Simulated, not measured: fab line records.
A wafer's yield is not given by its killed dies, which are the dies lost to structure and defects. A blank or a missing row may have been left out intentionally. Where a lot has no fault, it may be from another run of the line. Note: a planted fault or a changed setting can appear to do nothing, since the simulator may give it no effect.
fab line records | flow berkeley-cmos170
record lots=14 wafers=42 last-day=11
route steps=331 shown NWELL@29
lots untouched by any fault: they come from a run of this same line in which no faults occurred
start-h: hours from the record's opening day to when the first of the lot's shown wafers began | wait-h: how many hours have passed since the lot's step before this one | " unchanged from the row above | L1.1+2: one row covering several wafers at once | - no value, or no start was given | * or withheld: withheld | < > ~ a bound
route shown NAME@n: a module of which the file shows steps, and the number in the route of the first | usual: mean and standard deviation over wafers with no fault | same: alike in all rows | chamber/n: place in a boat | sites: the reading at each site | _std_site: the standard deviation of these | _edge_site: inner sites' mean taken away from outer sites' mean | radius-mm: for every site, how far away it sits from the centre of the wafer | mask NAME#n: copy n | behind: the most recent tool/chamber to have shaped the wafer | hold: the reason the lot was held/the length of the hold in hours/how it ended | device: the n, p or np transistor that did not switch | end of line: at the end of the route, the tests of the same wafers | step lacking rows: just its recipe | killed: count of dies lost to structure and defects at first sort (not the wafer's yield) | map: dies across one wafer; x = killed, . = not, _ = none there
set.NAME: setting as actually run; set.NAME@STEP: the setting as run at that earlier step | model.NAME: the simulator's own value behind a step, which no gauge read
a sample of lots followed through the steps of the route, with each step as a table and each wafer as a row
services: a tool's chamber out of use, with start hour (start-h, from the record's first day; less than 0 if before it), hours out, and reason
## steps
# step UCB170_NWELL_STRIP_15
# recipe chemistry=O2 power-w=400 pressure-mtorr=3500 platen-temp-c=withheld o2-flow-sccm=400 overash-fraction=0.5
# usual chamber-pressure-mTorr=3500/3.5 drypump-motor-current-A=5.57/0.19 oes-product-au=0.721/0.0042 strip-time-to-endpoint-s=18.02/0.069
# columns lot.wafer tool chamber start-h wait-h chamber-pressure-mTorr drypump-motor-current-A oes-product-au rf-hours-counter-h strip-time-to-endpoint-s
L966.1 plasma-asher-03 0 24.64 0.1 3503 5.40 0.724 25 18.01
L966.2 " 1 " " 3499 5.71 0.722 25 17.94
L966.3 " 1 " " 3494 5.71 0.715 - 18.04
L968.1 plasma-asher-04 0 34.47 0.1 3495 6.06 0.720 35 18.01
L968.3 " 0 " " 3499 6.04 0.724 - 18.16
L968.6 " 1 " " 3499 5.24 0.729 - 17.96
L970.2 plasma-asher-03 1 47.86 0.1 - - - - -
L970.3 " 1 " " - - - - -
L970.4 " 0 " " - - - - -
L971.1 plasma-asher-03 0 55.71 0.1 - - - - -
L971.4 " 1 " " - - - - -
L971.5 " 1 " " - - - - -
L973.3 plasma-asher-02 1 69.53 0.1 3495 5.54 0.721 - 18.07
L973.4 " 0 " " 3496 5.60 0.721 - 18.06
L973.6 " 1 " " 3500 5.55 0.726 - 18.11
L976.1 plasma-asher-03 1 77.75 0.1 3507 5.71 0.725 32 17.92
L976.2 " 0 " " 3502 5.42 0.721 32 17.95
L976.4 " 1 " " 3493 5.72 0.719 - 17.95
L980.1 plasma-asher-02 0 101.02 0.1 3496 5.59 0.728 33 17.95
L980.2 " 1 " " 3498 5.52 0.711 33 17.97
L980.3 " 0 " " 3505 5.56 0.712 - 17.95
L981.3 plasma-asher-03 1 103.44 0.1 3503 5.70 0.719 - 18.05
L981.5 " 0 " " 3498 5.43 0.726 - 18.04
L981.6 " 1 " " 3501 5.72 0.720 - 18.03
L982.2 plasma-asher-02 1 112.73 0.1 3500 5.49 0.714 34 18.07
L982.3 " 0 " " 3500 5.57 0.727 - 17.99
L982.5 " 0 " " 3505 5.56 0.725 - 18.01
L983.3 plasma-asher-04 1 113.02 0.1 3502 5.23 0.719 - 17.90
L983.5 " 0 " " 3497 6.02 0.716 - 17.93
L983.6 " 1 " " 3499 5.24 0.716 - 17.98
L984.1 plasma-asher-02 1 123.59 0.1 3496 5.53 0.724 36 17.98
L984.2 " 0 " " 3499 5.58 0.716 36 18.01
L984.5 " 1 " " 3503 5.52 0.718 - 18.05
L986.2 plasma-asher-03 1 128.39 0.1 3496 5.70 0.726 2 17.91
L986.3 " 0 " " 3499 5.42 0.720 - 17.91
L986.6 " 0 " " 3500 5.42 0.724 - 18.06
L987.1 plasma-asher-03 1 131.83 0.2 3499 5.71 0.717 2 17.99
L987.2 " 0 " " 3500 5.42 0.720 2 18.11
L987.5 " 1 " " 3501 5.73 0.720 - 17.95
L989.1 plasma-asher-02 1 138.41 0.1 3491 5.52 0.720 38 18.09
L989.2 " 0 " " 3498 5.53 0.726 38 18.00
L989.4 " 0 " " 3502 5.56 0.717 - 18.02
## services
# columns tool chamber start-h hours kind
plasma-asher-02 - 5.30 1.1 repair
plasma-asher-02 - 45.72 19.6 repair
plasma-asher-04 - 53.88 4.2 repair
plasma-asher-02 - 57.71 1.2 repair
plasma-asher-03 - 67.77 1.9 repair
plasma-asher-03 - 108.75 9.0 pm
plasma-asher-03 0 108.75 9.0 vent-cycle
plasma-asher-03 1 108.75 9.0 vent-cycle
plasma-asher-03 0 117.75 - clean
plasma-asher-03 1 117.75 - clean
## key
first-sign step=UCB170_NWELL_STRIP_15 reading=tool-record direction=missing
effect none on later readings
met-at UCB170_NWELL_STRIP_15
struck-lots L970,L971
later-rows-left-out L970.2,L970.3,L970.4,L971.1,L971.4,L971.5
sort-left-out L970.2,L970.3,L970.4,L971.1,L971.4,L971.5
tester-left-out L970,L971
onset-between 24.64 47.86
fault kind=skipped-step-whole tool=plasma-asher-03 chamber=- onset-h=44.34 steps=UCB170_NWELL_STRIP_15 scope=struck-lots-only
# tester-left-out: of these lots the tester's yield and bins aren't shown, on N5 and GAA mostly nor the transistor test; their killed dies are dies lost to structure and defects alone, not to doping, threshold or leakage, so they don't give the yield
# sort-left-out: the simulated sort isn't trusted on such a fault, so these wafers' sort isn't shown, and their yield isn't known
# later-rows-left-out: the simulator's readings of these wafers behind a module that went badly wrong aren't trusted and aren't shown, but for the sort
